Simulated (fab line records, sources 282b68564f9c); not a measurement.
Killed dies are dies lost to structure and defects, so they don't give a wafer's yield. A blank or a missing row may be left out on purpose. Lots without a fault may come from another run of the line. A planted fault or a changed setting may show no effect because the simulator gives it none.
A struck lot beside a sound one | flow rit_cmos | 14 steps out of a route of 202
Sound: wafers L853.2, L853.3, L853.6. Struck: wafers L854.3, L854.4, L854.6. The cause comes at the end.
At each step with rows: each side's tool, then ch and its chambers, then its first start. Under that, the readings that differ: sound wafers | struck wafers | difference of the means | sigmas: that difference in standard deviations of wafers without a fault.
alike: readings whose means differ by less than 2 such deviations, and words and numbers that are the same on both sides. not compared: withheld readings, readings that some wafer has no value for, bounds like >300 that may hide the same value, and numbers for which the record gives no deviation and whose values overlap.
The two part at a step that has a row with sigmas, a row that says differs or no value, or rows on one side only. Numbers that don't overlap but have no deviation are shown without sigmas and don't part them. A reading that every wafer of one side lacks parts them only if that side has two wafers or more.

first, 1 step without rows for these wafers: RIT_NSD_IMPLANT_08.
RIT_NSD_STRIP_09: strips in O2, time 180 s.
  sound on plasma_asher-01 ch 0,1, day 3 10:38; struck on plasma_asher-04 ch 0,1, day 3 15:28
  alike: chamber_pressure_mTorr, drypump_motor_current_A
  not compared: rf_hours_counter_h
RIT_NSD_TW_MEAS_10:
  sound on film_metro-01, day 3 10:49; struck on film_metro-02, day 3 15:36
  alike: NSD_TW
then, 6 steps without rows for these wafers: RIT_PSD_HMDS_00 (prime time 60 s); RIT_PSD_COAT_01 (resist thk 1000 nm); RIT_PSD_SOFTBAKE_02 (time 60 s); RIT_PSD_EXPOSE_03 (exposes mask M10, target cd 40900 nm); RIT_PSD_PEB_04; RIT_PSD_DEVELOP_05 (develop time 50 s).
RIT_PSD_OVL_MEAS_06:
  sound on overlay-01, day 3 11:50; struck on overlay-01, day 3 16:38
  alike: PSD_OVL
then, 2 steps without rows for these wafers: RIT_PSD_HARDBAKE_07 (time 60 s); RIT_PSD_IMPLANT_08.
RIT_PSD_STRIP_09: strips in O2, time 180 s.
  sound on plasma_asher-01 ch 0,1, day 3 12:10; struck on plasma_asher-04 ch 0,1, day 3 17:01
  no value came back on the struck wafers for chamber_pressure_mTorr (mTorr), drypump_motor_current_A (A); on the sound wafers chamber_pressure_mTorr (mTorr) reads 4000 4001 4001
  reading                                  | sound | struck        | difference | sigmas
  model.NOVOLAK_of_PSD_COAT_01.thk_nm (nm) | 0 0 0 | 882 882.4 883 | +882       |
  not compared: rf_hours_counter_h
RIT_PSD_TW_MEAS_10:
  sound on film_metro-01, day 3 12:22; struck on film_metro-04, day 3 17:09
  alike: PSD_TW

WHERE THEY PART
Only at RIT_PSD_STRIP_09, within this record. Later steps at which nothing parts them and some readings are alike: RIT_PSD_TW_MEAS_10.

WHY: what the simulator had put in
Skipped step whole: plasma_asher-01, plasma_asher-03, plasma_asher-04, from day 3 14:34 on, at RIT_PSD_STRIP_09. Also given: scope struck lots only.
